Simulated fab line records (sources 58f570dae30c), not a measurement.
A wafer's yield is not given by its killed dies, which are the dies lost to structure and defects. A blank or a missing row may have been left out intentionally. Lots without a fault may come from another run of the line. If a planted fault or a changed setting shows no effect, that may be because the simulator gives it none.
Code-filled problem report in 8D (eight disciplines) form | flow berkeleyCmos170 | the parts of the form that need people (team, actions taken, sign-off) are left out

1. WHAT WENT WRONG
Wafers free of any fault read 698 nm (standard deviation 6.3) for CONTACT_PSG_THK at UCB170_CONTACT_THK_MEAS_02, against a mean of 746 nm on 6 wafers of 2 lots. That puts it +7.5 standard deviations away from the usual mean.
First seen on wafer L718.2, day 10 03:01, on filmMetro-01. At this step, 42 wafers from 14 lots have a number in the record. The rule behind "out" and "out of limits": a value lying over 4 standard deviations away from the usual mean. The rest of the wafers with a number are treated as sound.

2. WHAT IT IS; WHAT IT IS NOT
question                    | is                         | is not
which readings at this step | CONTACT_PSG_THK            | -
which lots                  | L718, L719                 | L707, L708, L709, L710, L711, L717, L721, L722, L726, L728, L729, L730
which wafers of those lots  | all that have a number     | -
read on which gauges        | filmMetro-01, filmMetro-04 | filmMetro-02
when                        | from day 10 03:01          | up to then (15 sound wafers); but 21 sound wafers of L717, L721, L722, L726, L728, L729, L730 came after

3. SUSPECTS, AND WHAT RULES EACH OUT
Counting: a tool at any process step up to the reading remains a suspect when it ran all the lots that are out and ran no sound lot after the first of those.
- ruled out: the gauge at UCB170_CONTACT_THK_MEAS_02. The wafers that are out were read on 2 gauges (filmMetro-01, filmMetro-04).
- lpcvd-01 at UCB170_CONTACT_CVD_01 (deposits PSG from SiH4/O2/PH3, target thk 700 nm, time 2820 s): kept. All lots that are out passed through it, beginning with L718 at day 10 01:14, and no sound lot followed; its final sound lot before that point was L710 at day 8 17:49.
Remaining after the count: lpcvd-01 at UCB170_CONTACT_CVD_01.

4. THE CAUSE (what the simulator had put in)
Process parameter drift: lpcvd-01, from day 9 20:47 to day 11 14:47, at UCB170_CONTACT_CVD_01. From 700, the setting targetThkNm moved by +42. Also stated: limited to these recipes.
The count eliminated every tool but this one.

5. SEQUENCE OF EFFECTS, ordered by route
One row per reading whose mean, taken over the struck wafers that have a number, lies over 3 standard deviations from the usual. Only readings whose record carries a usual standard deviation are examined. hours: median over the lots of the time between each lot's start at the first step of this table that gives one and its start at this step. sigmas: the change, counted in usual standard deviations.
hours | step                       | reading         | usual  | on struck wafers | change | sigmas
0     | UCB170_CONTACT_THK_MEAS_02 | CONTACT_PSG_THK | 698 nm | 746              | +48    | +7.5

6. HOW IT WOULD HAVE BEEN CAUGHT EARLIER
6 hours passed between the start of the fault at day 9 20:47 and the first reading out of limits at a measuring or inspecting step in this record, taken at day 10 03:01.
Of the tool readings at UCB170_CONTACT_CVD_01 for which the record gives a usual standard deviation, none was out on any struck wafer, so an alarm limit of 4 standard deviations on them would not have fired.
The start of UCB170_CONTACT_CVD_01 on lpcvd-01 came by day 10 03:01 for every one of the lots that are out (2). Holding the tool at that point would not have protected any of them.
